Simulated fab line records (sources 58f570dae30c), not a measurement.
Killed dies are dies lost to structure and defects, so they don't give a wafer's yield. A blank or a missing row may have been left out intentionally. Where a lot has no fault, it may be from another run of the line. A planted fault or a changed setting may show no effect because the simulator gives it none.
Split-lot trial | flow berkeley cmos170 | on a route of 331 steps: 5 lots, 23 wafers read

== THE SPLIT ==
At UCB170_SILICIDE_SPUTTER_01 (material Ti, target thk 30 nm, time 25 s), the setting power w was moved away from the recipe's 1500 W on 7 of the 23 wafers read, by -7.8% to +6.2%. The other wafers ran this setting at the recipe's value.

== FROM THE SPLIT ON TO THE READING: in between, the file shows 1 step ==
- UCB170_SILICIDE_RS_MEAS_02: measures by four-point-probe

== THE READING ==
SILICIDE_TI_THK, in nm, at UCB170_SILICIDE_THK_MEAS_03 (measures by xrf). A value of 30.26 nm with a standard deviation of 0.28 nm is what fault-free wafers of this fab line usually give.

wafer  | tool, chamber at the split | power w as run, W | against the recipe | SILICIDE_TI_THK, nm | against lot-mates on the recipe
L074.1 | pvd sputter-02, -          | 1500              | recipe             | 30.72               | -
L074.3 | pvd sputter-02, -          | 1500              | recipe             | 30.20               | -
L074.4 | pvd sputter-02, -          | 1500              | recipe             | 30.35               | -
L074.5 | pvd sputter-02, -          | 1500              | recipe             | 30.37               | -
L074.6 | pvd sputter-02, -          | 1500              | recipe             | 30.48               | -
L076.1 | pvd sputter-03, -          | 1500              | recipe             | 30.01               | -
L076.2 | pvd sputter-03, -          | 1500              | recipe             | 29.92               | -
L076.3 | pvd sputter-03, -          | 1500              | recipe             | 29.81               | -
L077.1 | pvd sputter-01, -          | 1500              | recipe             | 30.32               | -
L077.2 | pvd sputter-01, -          | 1500              | recipe             | 30.04               | -
L077.4 | pvd sputter-01, -          | 1500              | recipe             | 30.36               | -
L077.5 | pvd sputter-01, -          | 1570              | +4.7%              | 32.18               | +1.94
L077.6 | pvd sputter-01, -          | 1570              | +4.7%              | 31.94               | +1.70
L079.1 | pvd sputter-02, -          | 1500              | recipe             | 30.69               | -
L079.2 | pvd sputter-02, -          | 1383              | -7.8%              | 28.30               | -2.44
L079.4 | pvd sputter-02, -          | 1500              | recipe             | 30.74               | -
L079.5 | pvd sputter-02, -          | 1383              | -7.8%              | 28.26               | -2.48
L079.6 | pvd sputter-02, -          | 1500              | recipe             | 30.78               | -
L083.1 | pvd sputter-02, -          | 1500              | recipe             | 30.16               | -
L083.2 | pvd sputter-02, -          | 1500              | recipe             | 30.14               | -
L083.3 | pvd sputter-02, -          | 1593              | +6.2%              | 32.01               | +1.86
L083.5 | pvd sputter-02, -          | 1593              | +6.2%              | 32.05               | +1.90
L083.6 | pvd sputter-02, -          | 1593              | +6.2%              | 32.03               | +1.88

FIT RESULTS
A straight line over all 23 wafers: SILICIDE_TI_THK changes by +0.283 nm for each +1% of power w; r = +0.96; the points scatter about the line by 0.29 nm.
The same after taking each lot's own level away (the mean of its wafers on the recipe; 23 wafers): +0.321 nm for each +1%; r = +0.99; scatter 0.16 nm.
On that fit, the largest move of power w shifts the reading by 2.5 nm.
From 29.913 to 30.737 nm: that is the span of the lots' own levels, equal to 2.9 times the standard deviation above.
Hence the slope depends on the lot-to-lot level, as the two fits are not the same.
Check: -2.51 nm against its lot-mates is what the line predicts for one of the wafers moved furthest among these (-7.8%) when that wafer is left out of the fit. It came out at -2.44 nm against them.

== FURTHER SPLITS ON THESE WAFERS ==
Other splits were also applied to these wafers ahead of the reading. Each is held against what the fit with the lots' levels taken away leaves over:
other split on the same wafers    | wafers away from the commonest value | r with SILICIDE_TI_THK (lot level and that fit taken away)
UCB170_PLDD_COAT_01 resist thk nm | 8                                    | +0.21
UCB170_NLDD_COAT_01 resist thk nm | 7                                    | -0.30
UCB170_NLDD_IMPLANT_08 dose cm2   | 9                                    | -0.09
UCB170_PSD_IMPLANT_08 energy kev  | 8                                    | +0.10
UCB170_NSD_IMPLANT_08 dose cm2    | 10                                   | +0.16
UCB170_SDANNEAL_RTA_01 time s     | 8                                    | +0.11

== THE WHOLE CHAIN: every reading that the file lists as answering this split, in the file's order ==
step                        | what it does                             | reading                                                                           | change (the file's fit)               | r (the file's)
UCB170_SILICIDE_SPUTTER_01  | material Ti, target thk 30 nm, time 25 s | Ti_of_SILICIDE_SPUTTER_01.thk nm (the simulator's own value, which no gauge read) | +0.305 nm for each +1% of the setting | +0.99
UCB170_SILICIDE_RS_MEAS_02  | measures by four-point-probe             | SILICIDE_TI_RS                                                                    | -0.317 for each +1% of the setting    | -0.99
UCB170_SILICIDE_THK_MEAS_03 | measures by xrf                          | SILICIDE_TI_THK                                                                   | +0.324 for each +1% of the setting    | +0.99

== THE FILE'S OWN FIT ==
SILICIDE_TI_THK changes by +0.324 nm for each +1% of power w, r = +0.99.
